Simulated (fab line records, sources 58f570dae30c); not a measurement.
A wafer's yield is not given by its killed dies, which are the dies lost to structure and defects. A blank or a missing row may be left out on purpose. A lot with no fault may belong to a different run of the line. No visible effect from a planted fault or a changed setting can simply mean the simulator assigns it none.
Problem report, 8D (eight disciplines) form, completed by code    flow berkeley cmos170    the parts of the form that need people (team, actions taken, sign-off) are left out

== 1. PROBLEM STATEMENT ==
PSD_RS at UCB170_SDANNEAL_RS_MEAS_02 reads a mean of 97.23 ohm/sq on 9 wafers of 3 lots; wafers without a fault read 75.54 ohm/sq with a standard deviation of 0.27. That is +80 standard deviations from the usual mean.
The step: measures by four-point-probe.
Earliest sighting: wafer L708.2 on film metro-02 at day 11 05:48. At this step, 45 wafers from 15 lots have a number in the record. Rule for "out" (also "out of limits"): further than 4 standard deviations from the usual mean. The other wafers with a number count as sound.

== 2. WHAT THIS IS AND IS NOT ==
question                     is                            is not
which readings at this step  PSD_RS                        -
which lots                   L707, L708, L710              L693, L694, L698, L699, L702, L704, L709, L712, L713, L714, L715, L716
which wafers of those lots   all that have a number        -
read on which gauges         film metro-02, film metro-03  film metro-04
when                         from day 11 05:48             up to then (18 sound wafers); but 18 sound wafers of L709, L712, L713, L714, L715, L716 came after

== 3. SUSPECTS, AND WHAT RULES EACH OUT ==
Counting: a tool at a process step up to the reading stays a suspect if it ran every lot that is out and no sound lot after the first of them.
- the gauge at UCB170_SDANNEAL_RS_MEAS_02 has been ruled out. 2 gauges (film metro-02, film metro-03) read the wafers that are out.
- rtp anneal-01 at UCB170_SDANNEAL_RTA_01 (time 5 s): kept. It ran every lot that is out, first L708 (day 11 05:44), and no sound lot after that; its last sound lot up to then is L702 (day 10 09:53). Out on those wafers are its own readings of lamp power pct, wafer_temp_C_max.
After counting, what remains is rtp anneal-01 at UCB170_SDANNEAL_RTA_01.

== 4. THE CAUSE (what the simulator had put in) ==
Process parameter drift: rtp anneal-01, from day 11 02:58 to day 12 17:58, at UCB170_SDANNEAL_RTA_01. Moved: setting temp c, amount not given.
The count eliminated every tool but this one.

== 5. THE EFFECT CHAIN, in route order ==
Rows list readings where the struck wafers' mean (over those with a number) sits beyond 3 standard deviations from the usual. Scope: only readings with a usual standard deviation given in the record; hours: median across lots of the time from each lot's start at the first step in this table that gives one to its start at this step; sigmas: change in usual standard deviations.
hours  step                        reading           usual          on struck wafers  change  sigmas
0      UCB170_SDANNEAL_RTA_01      lamp power pct    40.06 %        36.12             -3.94   -22
0      UCB170_SDANNEAL_RTA_01      wafer_temp_C_max  1055.4         1014.0            -41.4   -22
0      UCB170_SDANNEAL_RS_MEAS_02  PSD_RS            75.54 ohm/sq   97.23             +21.69  +80
0      UCB170_SDANNEAL_RS_MEAS_03  NSD_RS            37.25 ohm/sq   39.79             +2.54   +30
0      UCB170_SDANNEAL_RS_MEAS_04  PLDD_RS           1031.4 ohm/sq  1046.9            +15.5   +5.5
It contains these process steps:
- UCB170_SDANNEAL_RTA_01: time 5 s.

== 6. HOW IT WOULD HAVE BEEN CAUGHT EARLIER ==
Counted from the fault's start at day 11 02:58, it took 3 hours until the first out-of-limits reading at a measuring or inspecting step in this record, taken at day 11 05:48.
At UCB170_SDANNEAL_RTA_01, the tool's own readings (lamp power pct, wafer_temp_C_max) were out on each struck wafer the step has a row for, so an alarm limit on them would have fired on the first such wafer.
L707, L710, from the lots that are out (3), started UCB170_SDANNEAL_RTA_01 on rtp anneal-01 later than day 11 05:48. A hold on the tool at that time would have spared those 2.
